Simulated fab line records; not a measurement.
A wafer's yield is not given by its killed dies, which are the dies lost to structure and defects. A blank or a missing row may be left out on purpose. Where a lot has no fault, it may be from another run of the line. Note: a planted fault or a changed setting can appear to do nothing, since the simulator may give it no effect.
Problem report in the 8D (eight disciplines) form, filled by code | flow berkeley cmos170 | the parts of the form that need people (team, actions taken, sign-off) are left out

1. THE PROBLEM
Mean of heater power total W at UCB170_GATE_PEB_10: 56.46 W across 6 wafers in 2 lots; on wafers with no fault it is 56.79 W (standard deviation 0.042). That puts it -7.8 standard deviations away from the usual mean.
First seen on wafer L710.1, day 10 02:36, on litho track-03. The record has a number at this step for 42 wafers belonging to 14 lots. Rule for "out", or "out of limits": more than 4 standard deviations from the usual mean. All remaining wafers that have a number are taken as sound.

2. WHAT IT IS; WHAT IT IS NOT
question                    | is                                 | is not
which readings at this step | heater power total W, plate temp C | chill plate temp C
which lots                  | L710, L712                         | L693, L694, L695, L696, L697, L698, L699, L700, L701, L705, L706, L716
which wafers of those lots  | all that have a number             | -
read on which tools         | litho track-03                     | litho track-01, litho track-02
when                        | from day 10 02:36                  | up to then (33 sound wafers); but 3 sound wafers of L716 came after

3. SUSPECTS, AND WHAT RULES EACH OUT
Counting: a tool at a process step up to the reading stays a suspect if it ran every lot that is out and no sound lot after the first of them.
- litho track-03 at UCB170_GATE_PEB_10: kept. It processed each lot that is out, first L710 at day 10 02:36, and no sound lot thereafter; up to then, the last sound lot it processed was L697 at day 6 11:29. Its own readings are out on those wafers: heater power total W, plate temp C.
The count leaves litho track-03 at UCB170_GATE_PEB_10.

4. THE CAUSE (what the simulator had put in)
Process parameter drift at UCB170_GATE_PEB_10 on litho track-03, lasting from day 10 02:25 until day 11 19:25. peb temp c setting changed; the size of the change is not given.
This tool alone remained once counting was done.

5. THE EFFECT CHAIN, in route order
Each row: a reading whose mean over the struck wafers that have a number lies more than 3 standard deviations from the usual. Scope: only readings with a usual standard deviation given in the record; hours: median across lots of the time from each lot's start at the first step in this table that gives one to its start at this step; sigmas: change in usual standard deviations.
hours | step               | reading              | usual    | on struck wafers | change | sigmas
0     | UCB170_GATE_PEB_10 | heater power total W | 56.79 W  | 56.46            | -0.33  | -7.8
0     | UCB170_GATE_PEB_10 | plate temp C         | 130.02 C | 129.34           | -0.68  | -4.8
Process steps it contains:
- UCB170_GATE_PEB_10
At these later measuring or inspecting steps, every struck wafer for which the step has a row has a number for every such reading, and none has moved that far: UCB170_GATE_CD_MEAS_12, UCB170_V2_CD_MEAS_12.

6. HOW IT WOULD HAVE BEEN CAUGHT EARLIER
First out-of-limits reading in this record: day 10 02:36, which is 0 hours after fault onset at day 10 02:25.
